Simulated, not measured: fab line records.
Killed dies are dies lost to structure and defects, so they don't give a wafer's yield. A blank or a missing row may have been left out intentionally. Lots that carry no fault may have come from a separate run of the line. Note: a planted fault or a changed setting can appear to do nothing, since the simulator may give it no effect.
What tool caused it?    flow ritCmos    15 lots, 45 wafers sampled, at 1 step of a route of 202

## WHAT THE GAUGES READ, wafer by wafer
The record lacks any reading of a measuring or inspecting step that a usual standard deviation could be used to judge.

## WHICH TOOL RAN EACH LOT (tool, then ch and the chambers of the sampled wafers, then the start)
lot   RIT_NSD_DEVELOP_05
L376  lithoTrack-04 ch 0, day 3 09:00
L378  lithoTrack-04 ch 0, day 3 15:00
L380  lithoTrack-04 ch 0, day 4 03:00
L382  lithoTrack-04 ch 0, day 4 16:00
L384  lithoTrack-04 ch 0, day 4 19:00
L386  lithoTrack-04 ch 0, day 5 07:00
L387  lithoTrack-03 ch 0, day 5 10:00
L388  lithoTrack-03, day 5 21:00
L389  lithoTrack-02, day 6 01:00
L390  lithoTrack-04, day 6 13:00
L391  lithoTrack-03 ch 0, day 6 13:00
L395  lithoTrack-04 ch 0, day 7 03:00
L396  lithoTrack-04 ch 0, day 7 09:00
L397  lithoTrack-02 ch 0, day 7 13:00
L398  lithoTrack-03 ch 0, day 7 16:00
- RIT_NSD_DEVELOP_05: develop time 50 s.

## WHAT THE TOOLS THEMSELVES READ (means of the sampled wafers that have a number; where no wafer has one, the mark that the record gives instead)
RIT_NSD_DEVELOP_05.
lot   tool           chillPlateTempC (C)
L376  lithoTrack-04  23.10
L378  lithoTrack-04  23.05
L380  lithoTrack-04  23.05
L382  lithoTrack-04  22.87
L384  lithoTrack-04  22.86
L386  lithoTrack-04  22.88
L387  lithoTrack-03  23.01
L388  lithoTrack-03  -
L389  lithoTrack-02  -
L390  lithoTrack-04  -
L391  lithoTrack-03  23.10
L395  lithoTrack-04  22.86
L396  lithoTrack-04  22.98
L397  lithoTrack-02  22.93
L398  lithoTrack-03  22.87

## THE ANSWER, worked out from the rows above alone
Rule: what is usual is taken from the lots themselves. The widest of any qualifying gaps counts: lots, ordered by their means at a reading, are off when they make up no more than a third of the lots, leave a main group of 4 or more, and stand apart from it by 3 or more times the standard deviation of that group's means. A main group is skipped when, at the precision printed for the reading in the tables above, its means are all equal. A lot without any number at a reading at which 4 lots or more have one is off too. The other lots that the step has rows for count as sound. First the gauges in route order, then the tools' own readings, where a lot's mean is used as printed above. At the first step where some lot is off, the reading lying furthest off is the one used; lots without a number count as furthest.
Off at RIT_NSD_DEVELOP_05 (chillPlateTempC): L388, L389, L390. Without a number there: L388, L389, L390. Main group: mean 22.96 C, sd 0.092.
A tool fits if, at that step or a process step before it, it ran every lot that is off, and no sound lot after the first of them. Not one of the candidates tried fits.

## WHAT WAS PUT IN BY THE SIMULATOR
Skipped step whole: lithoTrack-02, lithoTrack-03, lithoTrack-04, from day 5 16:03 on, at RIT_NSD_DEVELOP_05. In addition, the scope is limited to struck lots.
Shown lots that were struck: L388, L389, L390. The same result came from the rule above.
